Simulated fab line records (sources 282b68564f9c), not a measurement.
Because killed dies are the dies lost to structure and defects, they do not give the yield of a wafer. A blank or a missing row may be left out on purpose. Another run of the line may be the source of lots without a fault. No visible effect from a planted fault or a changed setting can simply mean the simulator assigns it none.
fab line records    flow rit_cmos
record lots=13  wafers=39  last_day=7
route steps=202 shown PWELL@42 M1@202
lots that met no fault: taken from a fault-free run of the same line
start_h: the number of hours between the record's first day and the start of the first shown wafer of the lot    wait_h: hours from the lot's prior step to this one    " repeats the value in the row above    L1.1+2: several wafers, shown together as one row    - either no value or no given start    * or withheld: withheld    < > ~ a bound
route shown NAME@n: names a module that has steps shown in the file, with the first one's number in the route    usual: average and standard deviation across the fault-free wafers    same: alike in all rows    chamber/n: place in a boat    sites: per-site readings    _std_site: standard deviation of those values    _edge_site: mean of outer sites minus mean of inner sites    radius_mm: how far each site lies from the wafer's centre    mask NAME#n: copy n    behind: tool/chamber where the wafer was last shaped    hold: cause of the lot's hold/its duration in hours/its outcome    device: transistor that didn't switch, given as n, p or np    end of line: at the end of the route, the tests of the same wafers    a step given without rows: its recipe and nothing more    killed: not the wafer's yield, but the dies lost to structure and defects at the first sort    map: a wafer's dies, marking killed ones x, the rest . and places with no die _
set.NAME: the setting as run; set.NAME@STEP: as run at that earlier step    model.NAME: the simulator's own value behind a step, which no gauge read
steps of the route over a sample of lots; a table a step, a row a wafer
services: a tool's chamber out of use, with start hour (start_h, from the record's first day; less than 0 if before it), hours out, and reason
## steps
# step RIT_PWELL_EXPOSE_03
# recipe mask_id=M3  na=0.57  target_cd_nm=43700  dose_mj=250
lot.wafer   tool              chamber  start_h  wait_h  mask
L952.2+5+6  iline_stepper-02  0        34.97    0.2     M3#0
L953.4+5+6  iline_stepper-01  0        39.63    0.2     M3#0
L954.1+5+6  iline_stepper-02  0        43.26    0.2     M3#0
L956.1+3+5  iline_stepper-01  0        53.13    0.1     M3#0
L957.4+5+6  iline_stepper-02  0        59.50    0.2     M3#0
L958.1+4+6  iline_stepper-01  0        62.43    0.2     M3#0
L959.1+4+6  iline_stepper-01  0        71.11    0.1     M3#0
L961.3+4+5  iline_stepper-01  0        82.45    0.2     M2#0
L962.1+2+5  iline_stepper-02  0        87.12    0.2     M3#0
L965.2+5+6  iline_stepper-02  0        100.27   0.1     M3#0
L970.3+4+6  iline_stepper-01  0        122.26   0.1     M3#0
L971.2+3+4  iline_stepper-01  0        127.07   0.1     M3#0
L972.2+5+6  iline_stepper-01  0        134.27   0.1     M3#0
# step RIT_PWELL_OVL_MEAS_06
# usual PWELL_OVL=-0.1/1.3
lot.wafer  tool        chamber  start_h  wait_h  PWELL_OVL[nm]
L952.2     overlay-02  -        35.38    -       -0.7
L952.5     "           -        "        "       0.8
L952.6     "           -        "        "       -1.5
L953.4     overlay-01  -        40.02    -       0.7
L953.5     "           -        "        "       2.1
L953.6     "           -        "        "       1.8
L954.1     overlay-01  -        43.69    -       0.0
L954.5     "           -        "        "       -1.0
L954.6     "           -        "        "       -2.1
L956.1     overlay-02  -        53.56    -       0.0
L956.3     "           -        "        "       1.2
L956.5     "           -        "        "       0.3
L957.4     overlay-01  -        59.89    -       -0.5
L957.5     "           -        "        "       -1.5
L957.6     "           -        "        "       -1.4
L958.1     overlay-01  -        62.93    -       -1.1
L958.4     "           -        "        "       -0.4
L958.6     "           -        "        "       1.6
L959.1     overlay-01  -        71.57    -       -0.5
L959.4     "           -        "        "       -1.5
L959.6     "           -        "        "       0.3
L961.3     overlay-02  -        82.85    -       -
L961.4     "           -        "        "       -
L961.5     "           -        "        "       -
L962.1     overlay-02  -        87.55    -       2.1
L962.2     "           -        "        "       -0.3
L962.5     "           -        "        "       1.9
L965.2     overlay-01  -        100.69   -       -1.0
L965.5     "           -        "        "       1.3
L965.6     "           -        "        "       -1.6
L970.3     overlay-01  -        122.66   -       0.3
L970.4     "           -        "        "       -0.6
L970.6     "           -        "        "       -1.2
L971.2     overlay-01  -        127.49   -       -1.1
L971.3     "           -        "        "       -1.6
L971.4     "           -        "        "       -2.8
L972.2     overlay-01  -        134.68   -       -1.5
L972.5     "           -        "        "       0.2
L972.6     "           -        "        "       0.0
# step RIT_PWELL_TW_MEAS_10
# usual PWELL_TW=955/11
lot.wafer  tool           chamber  start_h  wait_h  PWELL_TW
L952.2     film_metro-02  -        36.01    0.1     937
L952.5     "              -        "        "       938
L952.6     "              -        "        "       935
L953.4     film_metro-02  -        40.64    0.1     946
L953.5     "              -        "        "       941
L953.6     "              -        "        "       941
L954.1     film_metro-01  -        44.30    0.1     960
L954.5     "              -        "        "       966
L954.6     "              -        "        "       961
L956.1     film_metro-01  -        54.17    0.1     968
L956.3     "              -        "        "       970
L956.5     "              -        "        "       966
L957.4     film_metro-01  -        60.51    0.1     961
L957.5     "              -        "        "       969
L957.6     "              -        "        "       965
L958.1     film_metro-02  -        63.66    0.1     934
L958.4     "              -        "        "       937
L958.6     "              -        "        "       937
L959.1     film_metro-01  -        72.33    0.1     962
L959.4     "              -        "        "       963
L959.6     "              -        "        "       961
L961.3     film_metro-01  -        83.47    0.1     30
L961.4     "              -        "        "       30
L961.5     "              -        "        "       30
L962.1     film_metro-01  -        88.16    0.1     962
L962.2     "              -        "        "       960
L962.5     "              -        "        "       957
L965.2     film_metro-01  -        101.30   0.1     964
L965.5     "              -        "        "       966
L965.6     "              -        "        "       965
L970.3     film_metro-01  -        123.28   0.1     961
L970.4     "              -        "        "       961
L970.6     "              -        "        "       961
L971.2     film_metro-01  -        128.10   0.1     951
L971.3     "              -        "        "       951
L971.4     "              -        "        "       953
L972.2     film_metro-01  -        135.49   0.1     954
L972.5     "              -        "        "       957
L972.6     "              -        "        "       955
# step RIT_M1_PROBE_99
# usual killed_at_contacts=0.1/0.27  killed_at_front_end=7/3.3  killed_dies=7/3.3  killed_on_rim=2.0/1.5  killed_open=3.5/2  killed_short=3.8/2.2
# same gross_dies=264  killed_at_M0_to_M3=0  killed_at_M4_up=0  killed_at_back_side=0  killed_at_other=0
lot.wafer  tool       chamber  start_h  wait_h  killed_at_contacts  killed_at_front_end  killed_dies  killed_on_rim  killed_open  killed_short
L959.1     prober-01  -        107.58   0.1     0                   9                    9            2              4            5
L959.4     prober-01  -        107.73   0.2     0                   6                    6            2              4            2
L959.6     prober-01  -        107.83   0.2     0                   6                    6            3              2            4
L961.3     prober-01  -        123.10   0.2     0                   264                  264          70             6            7
L961.4     prober-01  -        123.15   0.2     0                   264                  264          70             3            1
L961.5     prober-01  -        123.20   0.2     0                   264                  264          70             4            7
L962.1     prober-02  -        125.57   0.1     0                   12                   12           3              5            7
L962.2     prober-02  -        125.62   0.1     0                   9                    9            6              5            4
L962.5     prober-02  -        125.77   0.2     0                   5                    5            2              4            1
L965.2     prober-01  -        138.13   0.1     0                   9                    9            4              5            4
L965.5     prober-01  -        138.28   0.2     0                   16                   16           5              8            8
L965.6     prober-01  -        138.33   0.2     1                   11                   12           3              6            6
L970.3     prober-02  -        158.68   0.2     0                   8                    8            2              3            5
L970.4     prober-02  -        158.73   0.2     0                   9                    9            4              3            6
L970.6     prober-02  -        158.83   0.2     0                   3                    3            0              2            1
# killed by level:class
L959.1 SPACER:geometric_particle:short=3 FOX1:geometric_particle:short=1 FOX2:geometric_particle:open=1 GATE:geometric_particle:short=1 GATE:geometric_particle:open=1 REOX:geometric_particle:open=1 SILICIDE:geometric_particle:open=1
L959.4 GATE:geometric_particle:open=2 FOX1:geometric_particle:short=1 GATE:geometric_particle:short=1 REOX:geometric_particle:open=1 SPACER:geometric_particle:open=1
L959.6 FOX1:geometric_particle:short=2 GATE:geometric_particle:short=2 GATE:geometric_particle:open=1 SPACER:geometric_particle:open=1
L961.3 PWELL:area_expose=251 FOX1:geometric_particle:short=3 SILICIDE:geometric_particle:open=3 SPACER:geometric_particle:short=2 FOX1:geometric_particle:open=1 FOX2:geometric_particle:short=1 GATE:geometric_particle:short=1 GATE:geometric_particle:open=1
L961.4 PWELL:area_expose=260 REOX:geometric_particle:open=2 FOX1:geometric_particle:open=1 SPACER:geometric_particle:short=1
L961.5 PWELL:area_expose=253 GATE:geometric_particle:short=3 FOX2:geometric_particle:short=2 GATE:geometric_particle:open=2 FOX1:geometric_particle:open=1 FOX1:geometric_particle:short=1 REOX:geometric_particle:short=1 SILICIDE:geometric_particle:open=1
L962.1 FOX1:geometric_particle:short=3 GATE:geometric_particle:short=2 REOX:geometric_particle:short=2 FOX1:geometric_particle:open=1 GATE:geometric_particle:open=1 REOX:geometric_particle:open=1 SPACER:geometric_particle:open=1 SILICIDE:geometric_particle:open=1
L962.2 GATE:geometric_particle:open=3 GATE:geometric_particle:short=3 FOX1:geometric_particle:open=1 FOX2:geometric_particle:open=1 REOX:geometric_particle:short=1
L962.5 GATE:geometric_particle:open=3 GATE:geometric_particle:short=1 SILICIDE:geometric_particle:open=1
L965.2 GATE:geometric_particle:short=3 GATE:geometric_particle:open=2 SILICIDE:geometric_particle:open=2 FOX1:geometric_particle:short=1 FOX1:geometric_particle:open=1
L965.5 SPACER:geometric_particle:open=4 GATE:geometric_particle:short=3 FOX1:geometric_particle:short=2 FOX1:geometric_particle:open=1 FOX2:geometric_particle:short=1 GATE:geometric_particle:open=1 REOX:geometric_particle:open=1 SPACER:geometric_particle:short=1
L965.6 FOX1:geometric_particle:short=4 FOX1:geometric_particle:open=2 SPACER:geometric_particle:open=2 GATE:geometric_particle:short=1 GATE:geometric_particle:open=1 REOX:geometric_particle:short=1 CONTACT:geometric_particle:open=1
L970.3 REOX:geometric_particle:short=2 FOX2:geometric_particle:open=1 GATE:geometric_particle:open=1 GATE:geometric_particle:short=1 SPACER:geometric_particle:open=1 SPACER:geometric_particle:short=1 SILICIDE:geometric_particle:short=1
L970.4 FOX2:geometric_particle:short=2 GATE:geometric_particle:short=2 FOX2:geometric_particle:open=1 GATE:geometric_particle:open=1 REOX:geometric_particle:open=1 REOX:geometric_particle:short=1 SPACER:geometric_particle:short=1
L970.6 FOX2:geometric_particle:open=2 REOX:geometric_particle:short=1
## services
tool              chamber  start_h  hours  kind
iline_stepper-01  -        49.53    1.7    pm
iline_stepper-01  -        71.82    3.2    repair
iline_stepper-01  -        94.47    6.9    repair
## key
first_sign step=RIT_PWELL_EXPOSE_03  reading=mask  direction=changed
effect step=RIT_PWELL_OVL_MEAS_06  reading=PWELL_OVL  direction=missing
effect step=RIT_PWELL_TW_MEAS_10  reading=PWELL_TW  direction=down  sigmas=84  usual=955  struck=30
effect step=RIT_M1_PROBE_99  reading=killed_at_front_end  direction=up  sigmas=77  usual=7  struck=264
more_kills_born_at RIT_PWELL_EXPOSE_03@iline_stepper-01=764
met_at RIT_PWELL_EXPOSE_03
struck_lots L961
tester_left_out L961
onset_between 71.11 82.45
fault kind=wrong_mask  tool=any  chamber=-  onset_h=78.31  steps=RIT_PWELL_EXPOSE_03  aux_copy=M2#0  scope=struck_lots_only
# tester_left_out: of these lots the tester's yield and bins aren't shown, on N5 and GAA mostly nor the transistor test; their killed dies are dies lost to structure and defects alone, not to doping, threshold or leakage, so they don't give the yield
